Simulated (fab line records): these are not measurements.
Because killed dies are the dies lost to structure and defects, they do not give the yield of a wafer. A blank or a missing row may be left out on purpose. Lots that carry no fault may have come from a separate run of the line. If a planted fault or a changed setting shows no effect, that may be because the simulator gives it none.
fab line records / flow rit_cmos
record lots=13 wafers=39 last_day=7
route steps=202 shown ACTIVE@4
lots that met no fault: taken from a fault-free run of the same line
start_h: hours from the record's first day to the start of the lot's first wafer shown / wait_h: hours since the lot's step before / " identical to the entry in the row above / L1.1+2: several wafers, shown together as one row / - no value, or no start was given / * or withheld: withheld / < > ~ a bound
route shown NAME@n: a module of which the file shows steps, and the number in the route of the first / usual: average and standard deviation across the fault-free wafers / same: alike in all rows / chamber/n: place in a boat / sites: each site's reading / _std_site: standard deviation of those values / _edge_site: mean of outer sites minus mean of inner sites / radius_mm: for every site, how far away it sits from the centre of the wafer / mask NAME#n: copy n / behind: the most recent tool/chamber to have shaped the wafer / hold: why the lot went on hold/how many hours it stayed there/how the hold came to an end / device: the n, p or np transistor that did not switch / end of line: the route-end tests of the same wafers / a step without rows: its recipe alone / killed: not the wafer's yield, but the dies lost to structure and defects at the first sort / map: the dies of a wafer, with x for killed, . for not killed, _ for no die there
set.NAME: the setting as run; set.NAME@STEP: as run at that earlier step / model.NAME: the simulator's own value behind a step, which no gauge read
one table for each step of the route and one row for each wafer, over a sample of lots
services: a tool's chamber out of use, with start hour (start_h, from the record's first day; less than 0 if before it), hours out, and reason
## steps
# step RIT_ACTIVE_CVD_03
# recipe material=Si3N4 target_thk_nm=150 temp_c=810 precursor=SiH2Cl2/NH3 time_s=1500 pressure_mtorr=300 sih2cl2_flow_sccm=60 nh3_flow_sccm=150
# usual nh3_flow_sccm=150.0/0.49 pressure_mtorr=300.0/0.6
lot.wafer=L153.3 tool=lpcvd-02 chamber=0 start_h=12.11 wait_h=0.0 nh3_flow_sccm=150.1 pressure_mtorr=300.7
lot.wafer=L153.5 tool=lpcvd-02 chamber=0 start_h=12.11 wait_h=0.0 nh3_flow_sccm=150.2 pressure_mtorr=300.6
lot.wafer=L153.6 tool=lpcvd-02 chamber=0 start_h=12.11 wait_h=0.0 nh3_flow_sccm=150.3 pressure_mtorr=300.2
lot.wafer=L155.2 tool=lpcvd-02 chamber=1 start_h=22.11 wait_h=0.0 nh3_flow_sccm=150.4 pressure_mtorr=299.2
lot.wafer=L155.3 tool=lpcvd-02 chamber=1 start_h=22.11 wait_h=0.0 nh3_flow_sccm=150.3 pressure_mtorr=299.6
lot.wafer=L155.6 tool=lpcvd-02 chamber=1 start_h=22.11 wait_h=0.0 nh3_flow_sccm=150.5 pressure_mtorr=300.1
lot.wafer=L156.1 tool=lpcvd-01 chamber=1 start_h=27.33 wait_h=0.1 nh3_flow_sccm=150.0 pressure_mtorr=300.3
lot.wafer=L156.3 tool=lpcvd-01 chamber=1 start_h=27.33 wait_h=0.1 nh3_flow_sccm=150.0 pressure_mtorr=300.0
lot.wafer=L156.6 tool=lpcvd-01 chamber=1 start_h=27.33 wait_h=0.1 nh3_flow_sccm=151.1 pressure_mtorr=300.2
lot.wafer=L159.3 tool=lpcvd-01 chamber=1 start_h=42.63 wait_h=0.0 nh3_flow_sccm=149.1 pressure_mtorr=300.0
lot.wafer=L159.4 tool=lpcvd-01 chamber=1 start_h=42.63 wait_h=0.0 nh3_flow_sccm=149.6 pressure_mtorr=299.9
lot.wafer=L159.6 tool=lpcvd-01 chamber=1 start_h=42.63 wait_h=0.0 nh3_flow_sccm=149.0 pressure_mtorr=299.5
lot.wafer=L160.3 tool=lpcvd-01 chamber=1 start_h=48.22 wait_h=0.0 nh3_flow_sccm=149.8 pressure_mtorr=301.3
lot.wafer=L160.4 tool=lpcvd-01 chamber=1 start_h=48.22 wait_h=0.0 nh3_flow_sccm=149.6 pressure_mtorr=298.9
lot.wafer=L160.6 tool=lpcvd-01 chamber=1 start_h=48.22 wait_h=0.0 nh3_flow_sccm=150.3 pressure_mtorr=300.5
lot.wafer=L161.1 tool=lpcvd-01 chamber=0 start_h=52.17 wait_h=0.1 nh3_flow_sccm=148.9 pressure_mtorr=301.0
lot.wafer=L161.2 tool=lpcvd-01 chamber=0 start_h=52.17 wait_h=0.1 nh3_flow_sccm=149.4 pressure_mtorr=299.8
lot.wafer=L161.5 tool=lpcvd-01 chamber=0 start_h=52.17 wait_h=0.1 nh3_flow_sccm=149.7 pressure_mtorr=300.9
lot.wafer=L162.2 tool=lpcvd-01 chamber=1 start_h=57.77 wait_h=0.1 nh3_flow_sccm=149.8 pressure_mtorr=299.7
lot.wafer=L162.4 tool=lpcvd-01 chamber=1 start_h=57.77 wait_h=0.1 nh3_flow_sccm=149.6 pressure_mtorr=299.8
lot.wafer=L162.6 tool=lpcvd-01 chamber=1 start_h=57.77 wait_h=0.1 nh3_flow_sccm=149.4 pressure_mtorr=299.4
lot.wafer=L163.3 tool=lpcvd-02 chamber=1 start_h=62.31 wait_h=0.0 nh3_flow_sccm=150.2 pressure_mtorr=299.5
lot.wafer=L163.4 tool=lpcvd-02 chamber=1 start_h=62.31 wait_h=0.0 nh3_flow_sccm=150.0 pressure_mtorr=300.0
lot.wafer=L163.5 tool=lpcvd-02 chamber=1 start_h=62.31 wait_h=0.0 nh3_flow_sccm=150.2 pressure_mtorr=299.0
lot.wafer=L164.2 tool=lpcvd-02 chamber=1 start_h=68.00 wait_h=0.8 nh3_flow_sccm=150.7 pressure_mtorr=299.9
lot.wafer=L164.3 tool=lpcvd-02 chamber=1 start_h=68.00 wait_h=0.8 nh3_flow_sccm=151.2 pressure_mtorr=300.4
lot.wafer=L164.5 tool=lpcvd-02 chamber=1 start_h=68.00 wait_h=0.8 nh3_flow_sccm=150.3 pressure_mtorr=300.6
lot.wafer=L165.2 tool=lpcvd-02 chamber=1 start_h=72.11 wait_h=0.0 nh3_flow_sccm=151.1 pressure_mtorr=300.0
lot.wafer=L165.5 tool=lpcvd-02 chamber=1 start_h=72.11 wait_h=0.0 nh3_flow_sccm=150.7 pressure_mtorr=300.5
lot.wafer=L165.6 tool=lpcvd-02 chamber=1 start_h=72.11 wait_h=0.0 nh3_flow_sccm=150.3 pressure_mtorr=300.1
lot.wafer=L166.4 tool=lpcvd-01 chamber=0 start_h=77.14 wait_h=0.0 nh3_flow_sccm=150.4 pressure_mtorr=300.0
lot.wafer=L166.5 tool=lpcvd-01 chamber=0 start_h=77.14 wait_h=0.0 nh3_flow_sccm=150.8 pressure_mtorr=300.2
lot.wafer=L166.6 tool=lpcvd-01 chamber=0 start_h=77.14 wait_h=0.0 nh3_flow_sccm=150.4 pressure_mtorr=300.5
lot.wafer=L167.2 tool=lpcvd-02 chamber=1 start_h=82.34 wait_h=0.0 nh3_flow_sccm=150.4 pressure_mtorr=300.7
lot.wafer=L167.5 tool=lpcvd-02 chamber=1 start_h=82.34 wait_h=0.0 nh3_flow_sccm=150.0 pressure_mtorr=300.3
lot.wafer=L167.6 tool=lpcvd-02 chamber=1 start_h=82.34 wait_h=0.0 nh3_flow_sccm=149.7 pressure_mtorr=300.8
lot.wafer=L175.1 tool=lpcvd-01 chamber=1 start_h=122.11 wait_h=0.1 nh3_flow_sccm=149.8 pressure_mtorr=300.2
lot.wafer=L175.4 tool=lpcvd-01 chamber=1 start_h=122.11 wait_h=0.1 nh3_flow_sccm=149.8 pressure_mtorr=299.8
lot.wafer=L175.6 tool=lpcvd-01 chamber=1 start_h=122.11 wait_h=0.1 nh3_flow_sccm=150.2 pressure_mtorr=299.7
# step RIT_ACTIVE_THK_MEAS_04
# recipe reads=Si3N4_of_ACTIVE_CVD_03
# usual ACTIVE_NITRIDE_THK=149.7/1.5
lot.wafer=L153.3 tool=film_metro-01 chamber=- start_h=13.55 wait_h=0.0 hold=- ACTIVE_NITRIDE_THK[nm]=148.7
lot.wafer=L153.5 tool=film_metro-01 chamber=- start_h=13.55 wait_h=0.0 hold=- ACTIVE_NITRIDE_THK[nm]=148.3
lot.wafer=L153.6 tool=film_metro-01 chamber=- start_h=13.55 wait_h=0.0 hold=- ACTIVE_NITRIDE_THK[nm]=147.6
lot.wafer=L155.2 tool=film_metro-02 chamber=- start_h=23.54 wait_h=0.0 hold=- ACTIVE_NITRIDE_THK[nm]=153.0
lot.wafer=L155.3 tool=film_metro-02 chamber=- start_h=23.54 wait_h=0.0 hold=- ACTIVE_NITRIDE_THK[nm]=151.1
lot.wafer=L155.6 tool=film_metro-02 chamber=- start_h=23.54 wait_h=0.0 hold=- ACTIVE_NITRIDE_THK[nm]=151.4
lot.wafer=L156.1 tool=film_metro-04 chamber=- start_h=28.75 wait_h=0.0 hold=- ACTIVE_NITRIDE_THK[nm]=150.0
lot.wafer=L156.3 tool=film_metro-04 chamber=- start_h=28.75 wait_h=0.0 hold=- ACTIVE_NITRIDE_THK[nm]=150.5
lot.wafer=L156.6 tool=film_metro-04 chamber=- start_h=28.75 wait_h=0.0 hold=- ACTIVE_NITRIDE_THK[nm]=149.9
lot.wafer=L159.3 tool=film_metro-01 chamber=- start_h=44.77 wait_h=0.0 hold=- ACTIVE_NITRIDE_THK[nm]=148.6
lot.wafer=L159.4 tool=film_metro-01 chamber=- start_h=44.77 wait_h=0.0 hold=- ACTIVE_NITRIDE_THK[nm]=147.1
lot.wafer=L159.6 tool=film_metro-01 chamber=- start_h=44.77 wait_h=0.0 hold=- ACTIVE_NITRIDE_THK[nm]=147.7
lot.wafer=L160.3 tool=film_metro-04 chamber=- start_h=49.66 wait_h=0.0 hold=- ACTIVE_NITRIDE_THK[nm]=149.7
lot.wafer=L160.4 tool=film_metro-04 chamber=- start_h=49.66 wait_h=0.0 hold=- ACTIVE_NITRIDE_THK[nm]=149.9
lot.wafer=L160.6 tool=film_metro-04 chamber=- start_h=49.66 wait_h=0.0 hold=- ACTIVE_NITRIDE_THK[nm]=149.6
lot.wafer=L161.1 tool=film_metro-01 chamber=- start_h=53.59 wait_h=0.0 hold=- ACTIVE_NITRIDE_THK[nm]=147.5
lot.wafer=L161.2 tool=film_metro-01 chamber=- start_h=53.59 wait_h=0.0 hold=- ACTIVE_NITRIDE_THK[nm]=148.4
lot.wafer=L161.5 tool=film_metro-01 chamber=- start_h=53.59 wait_h=0.0 hold=- ACTIVE_NITRIDE_THK[nm]=147.3
lot.wafer=L162.2 tool=film_metro-02 chamber=- start_h=59.19 wait_h=0.0 hold=- ACTIVE_NITRIDE_THK[nm]=148.8
lot.wafer=L162.4 tool=film_metro-02 chamber=- start_h=59.19 wait_h=0.0 hold=- ACTIVE_NITRIDE_THK[nm]=149.2
lot.wafer=L162.6 tool=film_metro-02 chamber=- start_h=59.19 wait_h=0.0 hold=- ACTIVE_NITRIDE_THK[nm]=148.1
lot.wafer=L163.3 tool=film_metro-02 chamber=- start_h=63.74 wait_h=0.0 hold=- ACTIVE_NITRIDE_THK[nm]=149.7
lot.wafer=L163.4 tool=film_metro-02 chamber=- start_h=63.74 wait_h=0.0 hold=- ACTIVE_NITRIDE_THK[nm]=150.4
lot.wafer=L163.5 tool=film_metro-02 chamber=- start_h=63.74 wait_h=0.0 hold=- ACTIVE_NITRIDE_THK[nm]=149.9
lot.wafer=L164.2 tool=film_metro-04 chamber=- start_h=69.43 wait_h=0.0 hold=- ACTIVE_NITRIDE_THK[nm]=149.4
lot.wafer=L164.3 tool=film_metro-04 chamber=- start_h=69.43 wait_h=0.0 hold=- ACTIVE_NITRIDE_THK[nm]=149.6
lot.wafer=L164.5 tool=film_metro-04 chamber=- start_h=69.43 wait_h=0.0 hold=- ACTIVE_NITRIDE_THK[nm]=150.4
lot.wafer=L165.2 tool=film_metro-02 chamber=- start_h=73.54 wait_h=0.0 hold=- ACTIVE_NITRIDE_THK[nm]=150.7
lot.wafer=L165.5 tool=film_metro-02 chamber=- start_h=73.54 wait_h=0.0 hold=- ACTIVE_NITRIDE_THK[nm]=150.0
lot.wafer=L165.6 tool=film_metro-02 chamber=- start_h=73.54 wait_h=0.0 hold=- ACTIVE_NITRIDE_THK[nm]=148.8
lot.wafer=L166.4 tool=film_metro-04 chamber=- start_h=78.59 wait_h=0.0 hold=- ACTIVE_NITRIDE_THK[nm]=146.3
lot.wafer=L166.5 tool=film_metro-04 chamber=- start_h=78.59 wait_h=0.0 hold=- ACTIVE_NITRIDE_THK[nm]=146.4
lot.wafer=L166.6 tool=film_metro-04 chamber=- start_h=78.59 wait_h=0.0 hold=- ACTIVE_NITRIDE_THK[nm]=147.7
lot.wafer=L167.2 tool=film_metro-04 chamber=- start_h=83.77 wait_h=0.0 hold=await_dispo/0.2h/release ACTIVE_NITRIDE_THK[nm]=207.4
lot.wafer=L167.5 tool=film_metro-04 chamber=- start_h=83.77 wait_h=0.0 hold=await_dispo/0.2h/release ACTIVE_NITRIDE_THK[nm]=206.9
lot.wafer=L167.6 tool=film_metro-04 chamber=- start_h=83.77 wait_h=0.0 hold=await_dispo/0.2h/release ACTIVE_NITRIDE_THK[nm]=207.9
lot.wafer=L167.2 tool=film_metro-04 chamber=- start_h=84.00 wait_h=0.2 hold=- ACTIVE_NITRIDE_THK[nm]=207.2
lot.wafer=L167.5 tool=film_metro-04 chamber=- start_h=84.00 wait_h=0.2 hold=- ACTIVE_NITRIDE_THK[nm]=206.9
lot.wafer=L167.6 tool=film_metro-04 chamber=- start_h=84.00 wait_h=0.2 hold=- ACTIVE_NITRIDE_THK[nm]=208.0
lot.wafer=L175.1 tool=film_metro-02 chamber=- start_h=123.53 wait_h=0.0 hold=- ACTIVE_NITRIDE_THK[nm]=147.9
lot.wafer=L175.4 tool=film_metro-02 chamber=- start_h=123.53 wait_h=0.0 hold=- ACTIVE_NITRIDE_THK[nm]=148.3
lot.wafer=L175.6 tool=film_metro-02 chamber=- start_h=123.53 wait_h=0.0 hold=- ACTIVE_NITRIDE_THK[nm]=148.3
# step RIT_ACTIVE_ETCH_13
# recipe stop_on=SiO2 chemistry=SF6 target=Si3N4 time_s=210 over_etch_frac=0.4 SF6_flow_sccm=200 pressure_mtorr=260 rf_w=125 target_depth_a=2100
# usual drypump_motor_current_A=5.7/0.38 oes_product_au=0.820/0.013 throttle_valve_pct=7.54/0.087
lot.wafer=L153.3 tool=rie_diel-02 chamber=1 start_h=14.83 wait_h=0.1 drypump_motor_current_A=5.8 oes_product_au=0.839 rf_hours_counter_h=93 throttle_valve_pct=7.50
lot.wafer=L153.5 tool=rie_diel-02 chamber=3 start_h=14.83 wait_h=0.1 drypump_motor_current_A=6.3 oes_product_au=0.819 rf_hours_counter_h=- throttle_valve_pct=7.44
lot.wafer=L153.6 tool=rie_diel-02 chamber=1 start_h=14.83 wait_h=0.1 drypump_motor_current_A=5.8 oes_product_au=0.827 rf_hours_counter_h=- throttle_valve_pct=7.50
lot.wafer=L155.2 tool=rie_diel-03 chamber=0 start_h=24.71 wait_h=0.1 drypump_motor_current_A=5.9 oes_product_au=0.806 rf_hours_counter_h=2 throttle_valve_pct=7.58
lot.wafer=L155.3 tool=rie_diel-03 chamber=1 start_h=24.71 wait_h=0.1 drypump_motor_current_A=5.9 oes_product_au=0.827 rf_hours_counter_h=1 throttle_valve_pct=7.66
lot.wafer=L155.6 tool=rie_diel-03 chamber=1 start_h=24.71 wait_h=0.1 drypump_motor_current_A=5.9 oes_product_au=0.833 rf_hours_counter_h=- throttle_valve_pct=7.67
lot.wafer=L156.1 tool=rie_diel-03 chamber=2 start_h=30.06 wait_h=0.1 drypump_motor_current_A=5.4 oes_product_au=0.825 rf_hours_counter_h=124 throttle_valve_pct=7.47
lot.wafer=L156.3 tool=rie_diel-03 chamber=1 start_h=30.06 wait_h=0.1 drypump_motor_current_A=5.9 oes_product_au=0.820 rf_hours_counter_h=2 throttle_valve_pct=7.68
lot.wafer=L156.6 tool=rie_diel-03 chamber=2 start_h=30.06 wait_h=0.1 drypump_motor_current_A=5.4 oes_product_au=0.826 rf_hours_counter_h=- throttle_valve_pct=7.47
lot.wafer=L159.3 tool=rie_diel-02 chamber=2 start_h=45.93 wait_h=0.1 drypump_motor_current_A=6.3 oes_product_au=0.817 rf_hours_counter_h=1 throttle_valve_pct=7.62
lot.wafer=L159.4 tool=rie_diel-02 chamber=1 start_h=45.93 wait_h=0.1 drypump_motor_current_A=5.8 oes_product_au=0.834 rf_hours_counter_h=93 throttle_valve_pct=7.50
lot.wafer=L159.6 tool=rie_diel-02 chamber=3 start_h=45.93 wait_h=0.1 drypump_motor_current_A=6.3 oes_product_au=0.820 rf_hours_counter_h=- throttle_valve_pct=7.44
lot.wafer=L160.3 tool=rie_diel-03 chamber=0 start_h=50.97 wait_h=0.1 drypump_motor_current_A=6.0 oes_product_au=0.800 rf_hours_counter_h=3 throttle_valve_pct=7.59
lot.wafer=L160.4 tool=rie_diel-03 chamber=3 start_h=50.97 wait_h=0.1 drypump_motor_current_A=5.9 oes_product_au=0.812 rf_hours_counter_h=126 throttle_valve_pct=7.57
lot.wafer=L160.6 tool=rie_diel-03 chamber=3 start_h=50.97 wait_h=0.1 drypump_motor_current_A=6.0 oes_product_au=0.824 rf_hours_counter_h=- throttle_valve_pct=7.57
lot.wafer=L161.1 tool=rie_diel-04 chamber=1 start_h=54.89 wait_h=0.1 drypump_motor_current_A=5.6 oes_product_au=0.801 rf_hours_counter_h=99 throttle_valve_pct=7.58
lot.wafer=L161.2 tool=rie_diel-04 chamber=3 start_h=54.89 wait_h=0.1 drypump_motor_current_A=5.4 oes_product_au=0.829 rf_hours_counter_h=114 throttle_valve_pct=7.37
lot.wafer=L161.5 tool=rie_diel-04 chamber=1 start_h=54.89 wait_h=0.1 drypump_motor_current_A=5.6 oes_product_au=0.802 rf_hours_counter_h=- throttle_valve_pct=7.56
lot.wafer=L162.2 tool=rie_diel-03 chamber=3 start_h=60.49 wait_h=0.1 drypump_motor_current_A=6.0 oes_product_au=0.815 rf_hours_counter_h=127 throttle_valve_pct=7.55
lot.wafer=L162.4 tool=rie_diel-03 chamber=2 start_h=60.49 wait_h=0.1 drypump_motor_current_A=5.4 oes_product_au=0.824 rf_hours_counter_h=125 throttle_valve_pct=7.49
lot.wafer=L162.6 tool=rie_diel-03 chamber=1 start_h=60.49 wait_h=0.1 drypump_motor_current_A=5.9 oes_product_au=0.817 rf_hours_counter_h=- throttle_valve_pct=7.68
lot.wafer=L163.3 tool=rie_diel-02 chamber=2 start_h=64.90 wait_h=0.1 drypump_motor_current_A=6.3 oes_product_au=0.828 rf_hours_counter_h=1 throttle_valve_pct=7.60
lot.wafer=L163.4 tool=rie_diel-02 chamber=0 start_h=64.90 wait_h=0.1 drypump_motor_current_A=5.4 oes_product_au=0.830 rf_hours_counter_h=90 throttle_valve_pct=7.63
lot.wafer=L163.5 tool=rie_diel-02 chamber=2 start_h=64.90 wait_h=0.1 drypump_motor_current_A=6.4 oes_product_au=0.823 rf_hours_counter_h=- throttle_valve_pct=7.61
lot.wafer=L164.2 tool=rie_diel-04 chamber=3 start_h=70.60 wait_h=0.1 drypump_motor_current_A=5.3 oes_product_au=0.829 rf_hours_counter_h=114 throttle_valve_pct=7.36
lot.wafer=L164.3 tool=rie_diel-04 chamber=1 start_h=70.60 wait_h=0.1 drypump_motor_current_A=5.6 oes_product_au=0.804 rf_hours_counter_h=100 throttle_valve_pct=7.59
lot.wafer=L164.5 tool=rie_diel-04 chamber=1 start_h=70.60 wait_h=0.1 drypump_motor_current_A=5.5 oes_product_au=0.802 rf_hours_counter_h=- throttle_valve_pct=7.59
lot.wafer=L165.2 tool=rie_diel-03 chamber=2 start_h=74.84 wait_h=0.1 drypump_motor_current_A=5.4 oes_product_au=0.837 rf_hours_counter_h=125 throttle_valve_pct=7.49
lot.wafer=L165.5 tool=rie_diel-03 chamber=3 start_h=74.84 wait_h=0.1 drypump_motor_current_A=5.9 oes_product_au=0.819 rf_hours_counter_h=- throttle_valve_pct=7.59
lot.wafer=L165.6 tool=rie_diel-03 chamber=2 start_h=74.84 wait_h=0.1 drypump_motor_current_A=5.4 oes_product_au=0.824 rf_hours_counter_h=- throttle_valve_pct=7.48
lot.wafer=L166.4 tool=rie_diel-02 chamber=0 start_h=79.74 wait_h=0.1 drypump_motor_current_A=5.4 oes_product_au=0.814 rf_hours_counter_h=90 throttle_valve_pct=7.65
lot.wafer=L166.5 tool=rie_diel-02 chamber=0 start_h=79.74 wait_h=0.1 drypump_motor_current_A=5.4 oes_product_au=0.816 rf_hours_counter_h=- throttle_valve_pct=7.62
lot.wafer=L166.6 tool=rie_diel-02 chamber=3 start_h=79.74 wait_h=0.1 drypump_motor_current_A=6.3 oes_product_au=0.806 rf_hours_counter_h=- throttle_valve_pct=7.44
lot.wafer=L167.2 tool=rie_diel-04 chamber=0 start_h=88.94 wait_h=0.1 drypump_motor_current_A=4.8 oes_product_au=0.971 rf_hours_counter_h=21 throttle_valve_pct=7.50
lot.wafer=L167.5 tool=rie_diel-04 chamber=2 start_h=88.94 wait_h=0.1 drypump_motor_current_A=5.6 oes_product_au=0.950 rf_hours_counter_h=- throttle_valve_pct=7.44
lot.wafer=L167.6 tool=rie_diel-04 chamber=3 start_h=88.94 wait_h=0.1 drypump_motor_current_A=5.3 oes_product_au=0.988 rf_hours_counter_h=- throttle_valve_pct=7.36
lot.wafer=L175.1 tool=rie_diel-03 chamber=1 start_h=124.83 wait_h=0.1 drypump_motor_current_A=5.9 oes_product_au=0.818 rf_hours_counter_h=4 throttle_valve_pct=7.66
lot.wafer=L175.4 tool=rie_diel-03 chamber=3 start_h=124.83 wait_h=0.1 drypump_motor_current_A=6.0 oes_product_au=0.812 rf_hours_counter_h=- throttle_valve_pct=7.57
lot.wafer=L175.6 tool=rie_diel-03 chamber=0 start_h=124.83 wait_h=0.1 drypump_motor_current_A=5.9 oes_product_au=0.790 rf_hours_counter_h=- throttle_valve_pct=7.58
## services
tool=rie_diel-02 chamber=2 start_h=-6.62 hours=- kind=clean
tool=rie_diel-02 chamber=2 start_h=-6.62 hours=25.6 kind=scheduled_down
tool=rie_diel-02 chamber=2 start_h=-6.62 hours=25.6 kind=vent_cycle
tool=rie_diel-03 chamber=1 start_h=1.22 hours=3.7 kind=repair
tool=rie_diel-03 chamber=3 start_h=15.86 hours=9.7 kind=repair
tool=rie_diel-03 chamber=- start_h=18.09 hours=4.3 kind=pm
tool=rie_diel-04 chamber=- start_h=51.45 hours=2.8 kind=pm
tool=lpcvd-02 chamber=- start_h=55.15 hours=2.8 kind=pm
tool=lpcvd-02 chamber=- start_h=61.59 hours=0.7 kind=repair
tool=rie_diel-04 chamber=3 start_h=101.56 hours=2.8 kind=repair
tool=rie_diel-02 chamber=3 start_h=116.75 hours=3.3 kind=repair
tool=rie_diel-02 chamber=0 start_h=121.16 hours=4.7 kind=repair
tool=rie_diel-03 chamber=2 start_h=124.61 hours=3.4 kind=repair
## key
first_sign step=RIT_ACTIVE_THK_MEAS_04 reading=visit direction=added
effect step=RIT_ACTIVE_THK_MEAS_04 reading=ACTIVE_NITRIDE_THK direction=up sigmas=37 usual=149.7 struck=207.4
effect step=RIT_ACTIVE_ETCH_13 reading=oes_product_au direction=up sigmas=12 usual=0.820 struck=0.970
met_at RIT_ACTIVE_CVD_03
struck_lots L167
struck_wafers L167.2,L167.5,L167.6
later_rows_left_out L167.2,L167.5,L167.6
sort_left_out L167.2,L167.5,L167.6
tester_left_out L167
onset_between 72.11 82.34
fault kind=process_parameter_drift tool=lpcvd-02 chamber=1 onset_h=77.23 steps=RIT_ACTIVE_CVD_03 channel=target_thk_nm offset=56.842 shape=step end_h=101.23 acts_in=these_recipes_only stated=150
# tester_left_out: of these lots the tester's yield and bins aren't shown, on N5 and GAA mostly nor the transistor test; their killed dies are dies lost to structure and defects alone, not to doping, threshold or leakage, so they don't give the yield
# sort_left_out: the simulated sort isn't trusted on such a fault, so these wafers' sort isn't shown, and their yield isn't known
# later_rows_left_out: the simulator's readings of these wafers behind a module that went badly wrong aren't trusted and aren't shown, but for the sort
